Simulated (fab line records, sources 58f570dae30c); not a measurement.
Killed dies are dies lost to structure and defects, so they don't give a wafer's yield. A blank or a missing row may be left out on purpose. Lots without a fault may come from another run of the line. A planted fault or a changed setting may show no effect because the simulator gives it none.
Problem report in the 8D (eight disciplines) form, filled by code | flow berkeley_cmos170 | the parts of the form that need people (team, actions taken, sign-off) are left out

1. THE PROBLEM
cd_nm at UCB170_ACTIVE_CD_MEAS_13 reads a mean of 1168.3 nm on 9 wafers of 3 lots; wafers without a fault read 1200.0 nm with a standard deviation of 2. That is -16 standard deviations from the usual mean.
The step: target cd 1200 nm.
First seen on wafer L625.1, day 5 16:48, on cd_sem-02. The record holds 45 wafers of 15 lots with a number at this step. Rule for "out", or "out of limits": more than 4 standard deviations from the usual mean. The other wafers with a number count as sound.

2. WHAT IT IS AND WHAT IT IS NOT
question                    | is                     | is not
which readings at this step | cd_nm                  | -
which lots                  | L625, L628, L630       | L620, L621, L623, L631, L633, L635, L636, L637, L638, L639, L642, L643
which wafers of those lots  | all that have a number | -
read on which gauges        | cd_sem-01, cd_sem-02   | -
when                        | from day 5 16:48       | up to then (9 sound wafers); but 27 sound wafers of L631, L633, L635, L636, L637, L638, L639, L642, L643 came after

3. SUSPECTS, AND WHAT RULES EACH OUT
Counting: a tool at a process step up to the reading stays a suspect if it ran every lot that is out and no sound lot after the first of them.
- the gauge at UCB170_ACTIVE_CD_MEAS_13: ruled out. The wafers that are out were read on 2 gauges (cd_sem-01, cd_sem-02).
- rie_diel-04 at UCB170_ZERO_ETCH_06 (etches SiO2 in CHF3/CF4/Ar, time 12 s): ruled out as a lasting fault. Sound lots L636, L638, L642 ran on it after its first lot that is out, L625 (day 2 22:02).
- krf_scanner-01 at UCB170_ACTIVE_EXPOSE_10 (exposes mask ACTIVE, target cd 1200 nm): kept. It ran every lot that is out, first L625 (day 5 16:25), and no sound lot after that; its last sound lot up to then is L621 (day 4 04:20). Its own readings are out on those wafers: exposure_dose_mJ_cm2.
Left after counting: krf_scanner-01 at UCB170_ACTIVE_EXPOSE_10.

4. THE CAUSE (what the simulator had put in)
Process parameter drift: krf_scanner-01, from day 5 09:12 on, at UCB170_ACTIVE_EXPOSE_10. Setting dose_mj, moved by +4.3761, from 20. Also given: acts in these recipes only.
Counting left only this tool.

5. THE CHAIN OF EFFECTS, in route order
Each row: a reading whose mean over the struck wafers that have a number lies more than 3 standard deviations from the usual. Only readings for which the record gives a usual standard deviation are gone through. hours: the time from each lot's start at the first step in this table that gives one to its start at this step, as a median over the lots. sigmas: the change in usual standard deviations.
hours | step                     | reading              | usual     | on struck wafers | change | sigmas
0     | UCB170_ACTIVE_EXPOSE_10  | exposure_dose_mJ_cm2 | 19.985    | 23.767           | +3.782 | +99 or more
0     | UCB170_ACTIVE_CD_MEAS_13 | cd_nm                | 1200.0 nm | 1168.3           | -31.7  | -16
The process steps in it:
- UCB170_ACTIVE_EXPOSE_10: exposes mask ACTIVE, target cd 1200 nm.

6. WHAT WOULD HAVE CAUGHT IT SOONER
In this record the first reading out of limits at a measuring or inspecting step was taken at day 5 16:48, 8 hours after the fault began at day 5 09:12.
The tool's own readings at UCB170_ACTIVE_EXPOSE_10 were out on every struck wafer that the step has a row for (exposure_dose_mJ_cm2): an alarm limit on them would have fired on the first of those.
Of the lots that are out (3), L628, L630 began UCB170_ACTIVE_EXPOSE_10 on krf_scanner-01 after day 5 16:48. A hold on the tool at that time would have spared those 2.
